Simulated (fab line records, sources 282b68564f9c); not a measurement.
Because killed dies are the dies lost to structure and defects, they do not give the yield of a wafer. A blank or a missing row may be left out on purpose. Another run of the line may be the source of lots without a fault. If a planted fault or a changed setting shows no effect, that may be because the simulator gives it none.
Problem report in the 8D (eight disciplines) form, filled by code | flow rit-cmos | the parts of the form that need people (team, actions taken, sign-off) are left out

## 1. PROBLEM STATEMENT
Mean CONTACT_OVL at RIT_CONTACT_OVL_MEAS_09: 316.7 nm over 12 wafers in 4 lots; fault-free wafers: -0.1 nm, standard deviation 1. So: +99 or more standard deviations from the usual mean.
Seen first at day 6 08:01 on overlay-01, wafer L787.4. The record holds 48 wafers of 16 lots with a number at this step. Rule for "out", or "out of limits": more than 4 standard deviations from the usual mean. All remaining wafers that have a number are taken as sound.

## 2. WHAT IT IS; WHAT IT IS NOT
question                    | is                     | is not
which readings at this step | CONTACT_OVL            | -
which lots                  | L787, L791, L793, L795 | L773, L774, L776, L778, L779, L780, L781, L782, L783, L784, L785, L789
which wafers of those lots  | all that have a number | -
read on which gauges        | overlay-01, overlay-02 | -
when                        | from day 6 08:01       | up to then (33 sound wafers); but 3 sound wafers of L789 came after

## 3. WHAT RULES OUT EACH SUSPECT
Counting: any tool at a process step up to the reading is kept as a suspect provided that every lot that is out went through it and no sound lot did after the first of them.
- the gauge at RIT_CONTACT_OVL_MEAS_09: ruled out. 2 gauges (overlay-01, overlay-02) read the wafers that are out.
- iline-stepper-02 at RIT_CONTACT_EXPOSE_05 (exposes mask M11, target cd 1000 nm): kept. Every lot that is out went through it, starting with L787 (day 6 07:25), and after that it ran no sound lot; the last sound lot it ran before then is L785 (day 5 20:16).
Left after counting: iline-stepper-02 at RIT_CONTACT_EXPOSE_05.

## 4. THE CAUSE (what the simulator had put in)
Scanner matching overlay: iline-stepper-02, from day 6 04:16 on, at RIT_CONTACT_EXPOSE_05. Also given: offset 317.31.
This tool alone remained once counting was done.

## 5. THE EFFECT CHAIN, in route order
Each row: a reading where the mean over the struck wafers with a number is more than 3 standard deviations away from the usual. Scope: only readings with a usual standard deviation given in the record; hours: median across lots of the time from each lot's start at the first step in this table that gives one to its start at this step; sigmas: change in usual standard deviations.
hours | step                    | reading     | usual   | on struck wafers | change | sigmas
0     | RIT_CONTACT_OVL_MEAS_09 | CONTACT_OVL | -0.1 nm | 316.7            | +316.8 | +99 or more

## 6. HOW IT WOULD HAVE BEEN CAUGHT EARLIER
Counted from the fault's start at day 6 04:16, it took 4 hours until the first out-of-limits reading at a measuring or inspecting step in this record, taken at day 6 08:01.
Lots out: 4; of these, L791, L793, L795 started RIT_CONTACT_EXPOSE_05 on iline-stepper-02 after day 6 08:01. A hold on the tool at that time would have spared those 3.
